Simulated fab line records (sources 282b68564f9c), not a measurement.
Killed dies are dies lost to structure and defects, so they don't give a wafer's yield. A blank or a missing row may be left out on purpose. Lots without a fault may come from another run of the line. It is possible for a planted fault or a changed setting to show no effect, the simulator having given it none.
Struck lot and sound lot, side by side | flow ritCmos | 15 steps out of a route of 202
Sound: these wafers, L478.1, L478.3, L478.5. Struck: wafers L488.1, L488.2, L488.6. The cause is given at the end.
Each step with rows lists, per side, the tool, then ch with its chambers, then its first start. Under that, the readings that differ: sound wafers | struck wafers | difference of the means | sigmas: that difference in standard deviations of wafers without a fault.
alike: same words and numbers on both sides, and readings whose means sit less than 2 such deviations apart. not compared: any withheld reading, any reading some wafer has no value for, any bound like >300 that may hide the same value, and any number with overlapping values for which the record gives no deviation.
The two part at a step that has a row with sigmas, a row that says differs or no value, or rows on one side only. When numbers do not overlap yet have no deviation, they are printed without sigmas and do not part them. A reading that every wafer of one side lacks parts them only if that side has two wafers or more.

first, 2 steps without rows for these wafers: RIT_NLDD_HARDBAKE_07 (time 60 s); RIT_NLDD_IMPLANT_08.
RIT_NLDD_STRIP_09: strips in O2, time 180 s.
  sound on plasmaAsher-03 ch 1, day 2 19:14; struck on plasmaAsher-04 ch 0,1, day 4 23:53
  alike: drypumpMotorCurrentA
  not compared: rfHoursCounterH
RIT_NLDD_TW_MEAS_10:
  sound on filmMetro-04, day 2 19:25; struck on filmMetro-03, day 5 00:04
  alike: NLDD_TW
then, 6 steps without rows for these wafers: RIT_PLDD_HMDS_00 (prime time 60 s); RIT_PLDD_COAT_01 (resist thk 1000 nm); RIT_PLDD_SOFTBAKE_02 (time 60 s); RIT_PLDD_EXPOSE_03 (exposes mask M8, target cd 40900 nm); RIT_PLDD_PEB_04; RIT_PLDD_DEVELOP_05 (develop time 50 s).
RIT_PLDD_OVL_MEAS_06:
  sound on overlay-01, day 2 20:19; struck on overlay-01, day 5 00:59
  alike: PLDD_OVL
then, 1 step without rows for these wafers: RIT_PLDD_HARDBAKE_07 (time 60 s).
RIT_PLDD_IMPLANT_08:
  sound on implanter-01 ch 0, day 2 20:30; struck on implanter-02 ch 0, day 5 01:18
reading                  | sound                | struck               | difference | sigmas
beamEnergyKeV            | 20.004 20.003 20.008 | 20.217 20.214 20.219 | +0.212     | +35
model.implant.drpNm (nm) | 9.752 9.752 9.752    | 9.826 9.826 9.826    | +0.074     | 
RIT_PLDD_STRIP_09: strips in O2, time 180 s.
  sound on plasmaAsher-02 ch 0,1, day 2 20:39; struck on plasmaAsher-01 ch 0,1, day 5 01:27
  alike: drypumpMotorCurrentA
  not compared: rfHoursCounterH
RIT_M1_PROBE_99:
  only the struck wafers here have rows in the record (prober-01, day 5 16:52); the sound ones have none

## WHERE THEY PART
First at RIT_PLDD_IMPLANT_08; last, within this record, at RIT_M1_PROBE_99.

WHY: the cause the simulator had injected
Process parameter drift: implanter-02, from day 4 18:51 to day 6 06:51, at RIT_PLDD_IMPLANT_08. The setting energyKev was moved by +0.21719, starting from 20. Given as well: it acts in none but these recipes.
